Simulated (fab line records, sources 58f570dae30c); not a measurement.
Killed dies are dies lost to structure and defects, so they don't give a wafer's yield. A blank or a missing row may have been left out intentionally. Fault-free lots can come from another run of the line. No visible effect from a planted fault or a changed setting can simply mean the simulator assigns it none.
Split-lot trial / flow berkeley_cmos170 / 23 wafers read from 5 lots, route of 331 steps

SPLIT DETAILS
At UCB170_NLDD_IMPLANT_08, the setting energy_kev was moved away from the recipe's 30 on 4 of the 23 wafers read, by -5.9% to +2.7%. All remaining wafers had this setting at the recipe value.

Reading taken at the split's own step.

THE READING
In nm, at UCB170_NLDD_IMPLANT_08: implant.drp_nm, which is the simulator's own figure and was read by no gauge. There is no usual value for it anywhere in the file.

wafer=L074.1; tool, chamber at the split=implanter-01, 0; energy_kev as run=30; against the recipe=recipe; implant.drp_nm, nm=9.611; against lot-mates on the recipe=-
wafer=L074.2; tool, chamber at the split=implanter-01, 0; energy_kev as run=30; against the recipe=recipe; implant.drp_nm, nm=9.611; against lot-mates on the recipe=-
wafer=L074.6; tool, chamber at the split=implanter-01, 0; energy_kev as run=30; against the recipe=recipe; implant.drp_nm, nm=9.611; against lot-mates on the recipe=-
wafer=L074.3; tool, chamber at the split=implanter-01, 0; energy_kev as run=30.81; against the recipe=+2.7%; implant.drp_nm, nm=9.8; against lot-mates on the recipe=+0.189
wafer=L074.4; tool, chamber at the split=implanter-01, 0; energy_kev as run=30.81; against the recipe=+2.7%; implant.drp_nm, nm=9.8; against lot-mates on the recipe=+0.189
wafer=L076.2; tool, chamber at the split=implanter-04, 0; energy_kev as run=30; against the recipe=recipe; implant.drp_nm, nm=9.611; against lot-mates on the recipe=-
wafer=L076.3; tool, chamber at the split=implanter-04, 0; energy_kev as run=30; against the recipe=recipe; implant.drp_nm, nm=9.611; against lot-mates on the recipe=-
wafer=L076.5; tool, chamber at the split=implanter-04, 0; energy_kev as run=30; against the recipe=recipe; implant.drp_nm, nm=9.611; against lot-mates on the recipe=-
wafer=L079.1; tool, chamber at the split=implanter-02, 0; energy_kev as run=30; against the recipe=recipe; implant.drp_nm, nm=9.611; against lot-mates on the recipe=-
wafer=L079.2; tool, chamber at the split=implanter-02, 0; energy_kev as run=30; against the recipe=recipe; implant.drp_nm, nm=9.611; against lot-mates on the recipe=-
wafer=L079.3; tool, chamber at the split=implanter-02, 0; energy_kev as run=30; against the recipe=recipe; implant.drp_nm, nm=9.611; against lot-mates on the recipe=-
wafer=L079.5; tool, chamber at the split=implanter-02, 0; energy_kev as run=30; against the recipe=recipe; implant.drp_nm, nm=9.611; against lot-mates on the recipe=-
wafer=L079.6; tool, chamber at the split=implanter-02, 0; energy_kev as run=30; against the recipe=recipe; implant.drp_nm, nm=9.611; against lot-mates on the recipe=-
wafer=L078.1; tool, chamber at the split=implanter-01, 0; energy_kev as run=28.24; against the recipe=-5.9%; implant.drp_nm, nm=9.198; against lot-mates on the recipe=-0.413
wafer=L078.4; tool, chamber at the split=implanter-01, 0; energy_kev as run=28.24; against the recipe=-5.9%; implant.drp_nm, nm=9.198; against lot-mates on the recipe=-0.413
wafer=L078.3; tool, chamber at the split=implanter-01, 0; energy_kev as run=30; against the recipe=recipe; implant.drp_nm, nm=9.611; against lot-mates on the recipe=-
wafer=L078.5; tool, chamber at the split=implanter-01, 0; energy_kev as run=30; against the recipe=recipe; implant.drp_nm, nm=9.611; against lot-mates on the recipe=-
wafer=L078.6; tool, chamber at the split=implanter-01, 0; energy_kev as run=30; against the recipe=recipe; implant.drp_nm, nm=9.611; against lot-mates on the recipe=-
wafer=L080.1; tool, chamber at the split=implanter-01, 0; energy_kev as run=30; against the recipe=recipe; implant.drp_nm, nm=9.611; against lot-mates on the recipe=-
wafer=L080.3; tool, chamber at the split=implanter-01, 0; energy_kev as run=30; against the recipe=recipe; implant.drp_nm, nm=9.611; against lot-mates on the recipe=-
wafer=L080.4; tool, chamber at the split=implanter-01, 0; energy_kev as run=30; against the recipe=recipe; implant.drp_nm, nm=9.611; against lot-mates on the recipe=-
wafer=L080.5; tool, chamber at the split=implanter-01, 0; energy_kev as run=30; against the recipe=recipe; implant.drp_nm, nm=9.611; against lot-mates on the recipe=-
wafer=L080.6; tool, chamber at the split=implanter-01, 0; energy_kev as run=30; against the recipe=recipe; implant.drp_nm, nm=9.611; against lot-mates on the recipe=-

THE FIT
A straight line over all 23 wafers: implant.drp_nm changes by +0.0703 nm for each +1% of energy_kev; r = +1.00; the points scatter about the line by 0.00028 nm.
The same after taking each lot's own level away (the mean of its wafers on the recipe; 23 wafers): +0.0703 nm for each +1%; r = +1.00; scatter 0.00028 nm.
That fit puts the effect of the largest move of energy_kev on the reading at 0.41 nm.
The lots' own levels span 9.6110 to 9.6110 nm.
Consequently the slope shifts little with the lot-to-lot level, the two slopes agreeing.
Check: with one of the wafers moved furthest among these (-5.9%) left out of the fit, the line predicts -0.412 nm for it against its lot-mates. Against them it came out at -0.413 nm.

OTHER SPLITS APPLIED TO THESE WAFERS
Before the reading, these wafers also passed through other splits. Each is held against what the fit with the lots' levels taken away leaves over:
other split on the same wafers=UCB170_GATE_SOFTBAKE_08 temp_c; wafers away from the commonest value=2; r with implant.drp_nm (lot level and that fit taken away)=+0.37
other split on the same wafers=UCB170_NLDD_COAT_01 resist_thk_nm; wafers away from the commonest value=11; r with implant.drp_nm (lot level and that fit taken away)=-0.29

THE WHOLE CHAIN: every reading that the file lists as answering this split, in the file's order
step=UCB170_NLDD_IMPLANT_08; what it does=; reading=implant.rp_nm (the simulator's own value, which no gauge read); change (the file's fit)=+0.162 nm for each +1% of the setting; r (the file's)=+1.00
step=UCB170_NLDD_IMPLANT_08; what it does=; reading=implant.drp_nm (the simulator's own value, which no gauge read); change (the file's fit)=+0.0702 nm for each +1% of the setting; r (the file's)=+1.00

FILE'S OWN FIT
implant.drp_nm changes by +0.0702 nm for each +1% of energy_kev, r = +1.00.
